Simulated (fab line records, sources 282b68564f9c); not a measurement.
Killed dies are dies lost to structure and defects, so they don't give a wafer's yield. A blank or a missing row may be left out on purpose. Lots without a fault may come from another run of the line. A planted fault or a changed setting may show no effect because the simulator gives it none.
A struck lot beside a sound one | flow rit_cmos | 14 steps out of a route of 202
Sound: wafers L343.2, L343.4, L343.5. Struck: wafers L352.2, L352.3, L352.5. The cause comes at the end.
At each step with rows: each side's tool, then ch and its chambers, then its first start. Under that, the readings that differ: sound wafers | struck wafers | difference of the means | sigmas: that difference in standard deviations of wafers without a fault.
alike: readings whose means differ by less than 2 such deviations, and words and numbers that are the same on both sides. not compared: withheld readings, readings that some wafer has no value for, bounds like >300 that may hide the same value, and numbers for which the record gives no deviation and whose values overlap.
The two part at a step that has a row with sigmas, a row that says differs or no value, or rows on one side only. Numbers that don't overlap but have no deviation are shown without sigmas and don't part them. A reading that every wafer of one side lacks parts them only if that side has two wafers or more.

first, 4 steps without rows for these wafers: RIT_NLDD_SOFTBAKE_02 (time 60 s); RIT_NLDD_EXPOSE_03 (exposes mask M7, target cd 40700 nm); RIT_NLDD_PEB_04; RIT_NLDD_DEVELOP_05 (develop time 50 s).
RIT_NLDD_OVL_MEAS_06:
  sound on overlay-02, day 3 03:40; struck on overlay-02, day 4 19:59
  alike: NLDD_OVL
then, 2 steps without rows for these wafers: RIT_NLDD_HARDBAKE_07 (time 60 s); RIT_NLDD_IMPLANT_08.
RIT_NLDD_STRIP_09: strips in O2, time 180 s.
  sound on plasma_asher-03 ch 0,1, day 3 03:59; struck on plasma_asher-03 ch 0,1, day 4 20:19
  alike: drypump_motor_current_A
  not compared: rf_hours_counter_h
RIT_NLDD_TW_MEAS_10:
  sound on film_metro-03, day 3 04:11; struck on film_metro-03, day 4 20:30
  alike: NLDD_TW
then, 3 steps without rows for these wafers: RIT_PLDD_HMDS_00 (prime time 60 s); RIT_PLDD_COAT_01 (resist thk 1000 nm); RIT_PLDD_SOFTBAKE_02 (time 60 s).
RIT_PLDD_EXPOSE_03: exposes mask M8, target cd 40900 nm.
  sound on iline_stepper-01 ch 0, day 3 04:42; struck on iline_stepper-01, day 4 21:08
  no value came back on the struck wafers for exposure_dose_mJ_cm2, focus_offset_nm (nm); on the sound wafers exposure_dose_mJ_cm2 reads 250.22 249.61 249.84
  alike: mask
then, 1 step without rows for these wafers: RIT_PLDD_PEB_04.

WHERE THEY PART
Only at RIT_PLDD_EXPOSE_03, within this record.

WHY: what the simulator had put in
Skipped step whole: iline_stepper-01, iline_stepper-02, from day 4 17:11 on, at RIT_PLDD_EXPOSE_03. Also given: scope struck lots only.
